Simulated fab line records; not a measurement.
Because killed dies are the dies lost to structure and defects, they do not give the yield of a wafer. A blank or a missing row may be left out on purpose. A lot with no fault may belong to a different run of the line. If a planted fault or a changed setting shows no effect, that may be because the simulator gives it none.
fab line records ; flow berkeley_cmos170
record: lots: 7; wafers: 21; last_day: 12
route steps=331 shown M3@311
lots that met no fault: from a run of the same line without faults
start_h: hours from the record's first day to the start of the lot's first wafer shown ; wait_h: hours since the lot's step before ; " same as the row above ; L1.1+2: one row covering several wafers at once ; - value missing, or start not given ; * or withheld: withheld ; < > ~ a bound
route shown NAME@n: a module of which the file shows steps, and the number in the route of the first ; usual: average and standard deviation across the fault-free wafers ; same: alike in all rows ; chamber/n: place in a boat ; sites: per-site readings ; _std_site: how widely they spread, as a standard deviation ; _edge_site: mean of outer sites minus mean of inner sites ; radius_mm: for every site, how far away it sits from the centre of the wafer ; mask NAME#n: copy n ; behind: the most recent tool/chamber to have shaped the wafer ; hold: what put the lot on hold/how long, in hours/how the hold closed ; device: transistor that didn't switch, given as n, p or np ; end of line: tests run on the same wafers once the route is complete ; a step with no rows: only its recipe ; killed: at the first sort, the dies lost to defects and structure; wafer yield is something else ; map: per-die view of a wafer (x killed, . not killed, _ where there is no die)
set.NAME: the setting the step ran with; set.NAME@STEP: the setting that earlier step ran with ; model.NAME: the simulator's own value behind a step, which no gauge read
certain route steps with their lots: each step a table, each wafer a row
services: a tool's chamber out of use, with start hour (start_h, from the record's first day; less than 0 if before it), hours out, and reason
== steps ==
step: UCB170_M3_RS_MEAS_02
recipe: thk_meas_gauge: four-point-probe; reads: Al_of_M3_SPUTTER_01
usual: M3_AL_RS: 0.0324/0.00038
lot.wafer;tool;chamber;start_h;wait_h;M3_AL_RS[ohm/sq]
L857.2;film_metro-03;-;215.09;0.1;0.0327
L857.5;film_metro-03;-;215.09;0.1;0.0322
L857.6;film_metro-03;-;215.09;0.1;0.0325
L861.3;film_metro-03;-;250.31;0.1;0.0325
L861.4;film_metro-03;-;250.31;0.1;0.0328
L861.6;film_metro-03;-;250.31;0.1;0.0324
L862.1;film_metro-03;-;258.44;0.1;0.0321
L862.2;film_metro-03;-;258.44;0.1;0.0331
L862.6;film_metro-03;-;258.44;0.1;0.0318
L859.2;film_metro-01;-;258.62;0.1;0.0323
L859.3;film_metro-01;-;258.62;0.1;0.0316
L859.6;film_metro-01;-;258.62;0.1;0.0319
L864.3;film_metro-01;-;269.70;0.1;0.0323
L864.4;film_metro-01;-;269.70;0.1;0.0322
L864.6;film_metro-01;-;269.70;0.1;0.0324
L871.1;film_metro-01;-;291.54;0.0;0.0323
L871.5;film_metro-01;-;291.54;0.0;0.0326
L871.6;film_metro-01;-;291.54;0.0;0.0325
L875.1;film_metro-03;-;295.62;0.0;0.0328
L875.5;film_metro-03;-;295.62;0.0;0.0328
L875.6;film_metro-03;-;295.62;0.0;0.0324
step: UCB170_M3_THK_MEAS_03
recipe: thk_meas_gauge: xrf; reads: Al_of_M3_SPUTTER_01
usual: M3_AL_THK: 898/12
lot.wafer;tool;chamber;start_h;wait_h;M3_AL_THK[nm]
L857.2;film_metro-03;-;215.20;0.1;892
L857.5;film_metro-03;-;215.20;0.1;899
L857.6;film_metro-03;-;215.20;0.1;893
L861.3;film_metro-03;-;250.41;0.1;893
L861.4;film_metro-03;-;250.41;0.1;886
L861.6;film_metro-03;-;250.41;0.1;897
L862.1;film_metro-03;-;258.56;0.1;905
L862.2;film_metro-03;-;258.56;0.1;879
L862.6;film_metro-03;-;258.56;0.1;910
L859.2;film_metro-01;-;258.73;0.1;898
L859.3;film_metro-01;-;258.73;0.1;920
L859.6;film_metro-01;-;258.73;0.1;909
L864.3;film_metro-01;-;269.80;0.1;901
L864.4;film_metro-01;-;269.80;0.1;902
L864.6;film_metro-01;-;269.80;0.1;893
L871.1;film_metro-01;-;291.66;0.1;901
L871.5;film_metro-01;-;291.66;0.1;893
L871.6;film_metro-01;-;291.66;0.1;900
L875.1;film_metro-03;-;295.74;0.1;881
L875.5;film_metro-03;-;295.74;0.1;881
L875.6;film_metro-03;-;295.74;0.1;891
step: UCB170_M3_HMDS_04
recipe: prime_time_s: 60; prime_temp_c: 100
step: UCB170_M3_COAT_05
recipe: resist: KrF; spin_rpm: 1500; resist_thk_nm: 900
step: UCB170_M3_SOFTBAKE_06
recipe: resist: KrF; temp_c: 130; time_s: 60
step: UCB170_M3_STRIP_07
recipe: chemistry: O2; power_w: 400; pressure_mtorr: 3500; platen_temp_c: withheld; o2_flow_sccm: 400; overash_fraction: 0.5
usual: drypump_motor_current_A: 6.0/0.64; oes_product_au: 0.734/0.0046; strip_time_to_endpoint_s: 21.96/0.052
lot.wafer;tool;chamber;start_h;wait_h;drypump_motor_current_A;oes_product_au;rf_hours_counter_h;strip_time_to_endpoint_s
L857.2;plasma_asher-03;1;215.70;0.1;6.8;0.739;53;21.91
L857.5;plasma_asher-03;0;215.70;0.1;6.0;0.738;-;21.91
L857.6;plasma_asher-03;1;215.70;0.1;6.8;0.729;-;21.94
L861.3;plasma_asher-02;0;251.60;0.1;6.6;0.736;-;21.95
L861.4;plasma_asher-02;1;251.60;0.1;5.2;0.731;-;21.92
L861.6;plasma_asher-02;0;251.60;0.1;6.6;0.739;-;21.93
L862.1;plasma_asher-02;0;259.18;0.1;6.6;0.735;51;22.03
L862.2;plasma_asher-02;1;259.18;0.1;5.3;0.736;51;21.99
L862.6;plasma_asher-02;0;259.18;0.1;6.6;0.732;-;22.04
L859.2;plasma_asher-03;1;259.32;0.1;6.8;0.739;58;21.87
L859.3;plasma_asher-03;1;259.32;0.1;6.8;0.731;-;21.91
L859.6;plasma_asher-03;1;259.32;0.1;6.8;0.741;-;21.99
L864.3;plasma_asher-03;1;271.00;0.1;6.8;0.737;-;21.95
L864.4;plasma_asher-03;0;271.00;0.1;6.1;0.739;-;21.97
L864.6;plasma_asher-03;0;271.00;0.1;6.0;0.733;-;21.90
L871.1;plasma_asher-04;1;292.74;0.1;5.4;0.735;19;21.92
L871.5;plasma_asher-04;1;292.74;0.1;5.4;0.743;-;21.89
L871.6;plasma_asher-04;0;292.74;0.1;6.6;0.726;-;21.94
L875.1;plasma_asher-04;0;297.26;0.1;6.6;0.738;19;21.96
L875.5;plasma_asher-04;0;297.26;0.1;6.6;0.736;-;21.95
L875.6;plasma_asher-04;1;297.26;0.1;5.4;0.734;-;21.91
step: UCB170_M3_STRIP_08
recipe: chemistry: DMSO; temp_c: 80; time_s: 600; material: KrF
step: UCB170_M3_COAT_09
recipe: resist: BARC; temp_c: withheld; time_s: withheld; spin_rpm: 3000; resist_thk_nm: withheld
step: UCB170_M3_COAT_10
recipe: resist: KrF; spin_rpm: 1500; resist_thk_nm: 900
step: UCB170_M3_SOFTBAKE_11
recipe: resist: KrF; temp_c: 130; time_s: 61.1
usual: plate_sensor_t_centre_C: 131.41/0.0095; plate_sensor_t_edge_C: 131.53/0.0096
lot.wafer;tool;chamber;start_h;wait_h;plate_sensor_t_centre_C;plate_sensor_t_edge_C
L857.2;litho_track-03;0;-;-;131.41;131.53
L857.5;litho_track-03;0;-;-;131.4;131.54
L857.6;litho_track-03;0;-;-;131.42;131.55
L861.3;litho_track-01;0;-;-;131.41;131.53
L861.4;litho_track-01;0;-;-;131.41;131.54
L861.6;litho_track-01;0;-;-;131.42;131.52
L862.1;litho_track-01;0;-;-;131.4;131.54
L862.2;litho_track-01;0;-;-;131.4;131.55
L862.6;litho_track-01;0;-;-;131.42;131.55
L859.2;litho_track-01;0;-;-;131.43;131.53
L859.3;litho_track-01;0;-;-;131.42;131.53
L859.6;litho_track-01;0;-;-;131.42;131.53
L864.3;litho_track-03;0;-;-;131.4;131.54
L864.4;litho_track-03;0;-;-;131.41;131.53
L864.6;litho_track-03;0;-;-;131.41;131.54
L871.1;litho_track-03;0;-;-;131.4;131.54
L871.5;litho_track-03;0;-;-;131.4;131.53
L871.6;litho_track-03;0;-;-;131.42;131.53
L875.1;litho_track-03;0;-;-;131.4;131.53
L875.5;litho_track-03;0;-;-;131.41;131.54
L875.6;litho_track-03;0;-;-;131.41;131.54
step: UCB170_M3_EXPOSE_12
recipe: mask_id: METAL3; target_cd_nm: 700; na: 0.5; sigma_outer: 0.6; source_shape: conventional; dose_mj: 26
step: UCB170_M3_PEB_13
recipe: peb_temp_c: 130; peb_time_s: withheld; resist: KrF
step: UCB170_M3_DEVELOP_14
recipe: developer: TMAH; develop_time_s: 45; resist: KrF; dev_temp_c: 21
usual: chill_plate_temp_C: 23.02/0.11; develop_time_s: 45/0
lot.wafer;tool;chamber;start_h;wait_h;chill_plate_temp_C;develop_time_s;model.KrF_of_M3_COAT_10.thk_nm
L857.2;litho_track-04;0;218;-;22.87;45;883.4
L857.5;litho_track-04;0;218;-;22.93;45;888
L857.6;litho_track-04;0;218;-;22.94;45;886.8
L861.3;litho_track-03;0;254;-;22.95;45;886.7
L861.4;litho_track-03;0;254;-;23.00;45;886.8
L861.6;litho_track-03;0;254;-;23.05;45;887.5
L862.1;litho_track-01;-;261;-;-;-;903.7
L862.2;litho_track-01;-;261;-;-;-;903.8
L862.6;litho_track-01;-;261;-;-;-;902.7
L859.2;litho_track-03;-;262;-;-;-;899.3
L859.3;litho_track-03;-;262;-;-;-;900.7
L859.6;litho_track-03;-;262;-;-;-;901.1
L864.3;litho_track-03;-;272;-;-;-;898.9
L864.4;litho_track-03;-;272;-;-;-;900.6
L864.6;litho_track-03;-;272;-;-;-;899.2
L871.1;litho_track-01;0;296;-;23.12;45;886.3
L871.5;litho_track-01;0;296;-;23.02;45;885
L871.6;litho_track-01;0;296;-;22.93;45;886.3
L875.1;litho_track-04;0;298;-;22.96;45;881.8
L875.5;litho_track-04;0;298;-;23.03;45;880.9
L875.6;litho_track-04;0;298;-;23.09;45;882.9
step: UCB170_M3_CD_MEAS_15
recipe: target_cd_nm: 700
usual: cd_nm: 700.4/1.3
lot.wafer;tool;chamber;start_h;wait_h;cd_nm
L857.2;cd_sem-02;-;218.28;-;700.3
L857.5;cd_sem-02;-;218.28;-;700.4
L857.6;cd_sem-02;-;218.28;-;701.7
L861.3;cd_sem-01;-;255.10;-;699.9
L861.4;cd_sem-01;-;255.10;-;699.7
L861.6;cd_sem-01;-;255.10;-;699.9
L862.1;cd_sem-02;-;261.78;-;-
L862.2;cd_sem-02;-;261.78;-;-
L862.6;cd_sem-02;-;261.78;-;-
L859.2;cd_sem-01;-;262.29;-;-
L859.3;cd_sem-01;-;262.29;-;-
L859.6;cd_sem-01;-;262.29;-;-
L864.3;cd_sem-02;-;272.81;-;-
L864.4;cd_sem-02;-;272.81;-;-
L864.6;cd_sem-02;-;272.81;-;-
L871.1;cd_sem-02;-;296.46;-;700.4
L871.5;cd_sem-02;-;296.46;-;699.3
L871.6;cd_sem-02;-;296.46;-;700.9
L875.1;cd_sem-01;-;298.54;-;698.5
L875.5;cd_sem-01;-;298.54;-;698.8
L875.6;cd_sem-01;-;298.54;-;697.0
== services ==
tool;chamber;start_h;hours;kind
plasma_asher-04;-;260.18;1.7;repair
plasma_asher-04;-;269.85;2.6;repair
== key ==
first_sign: step: UCB170_M3_DEVELOP_14; reading: tool_record; direction: missing
effect none on later readings
model_effect: step: UCB170_M3_DEVELOP_14; value: KrF_of_M3_COAT_10.thk_nm; without: 886.9; struck: 901.1
met_at UCB170_M3_DEVELOP_14
struck_wafers L859.2,L859.3,L859.6,L862.1,L862.2,L862.6,L864.3,L864.4,L864.6
later_rows_left_out L859.2,L859.3,L859.6,L862.1,L862.2,L862.6,L864.3,L864.4,L864.6
sort_left_out L859.2,L859.3,L859.6,L862.1,L862.2,L862.6,L864.3,L864.4,L864.6
onset_between 254 261
fault: kind: skipped_step_whole; tool: litho_track-01,litho_track-03; chamber: -; onset_h: 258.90; steps: UCB170_M3_DEVELOP_14; scope: struck_lots_only
sort_left_out: the simulated sort isn't trusted on such a fault, so these wafers' sort isn't shown, and their yield isn't known
later_rows_left_out: the simulator's readings of these wafers behind a module that went badly wrong aren't trusted and aren't shown, but for the sort
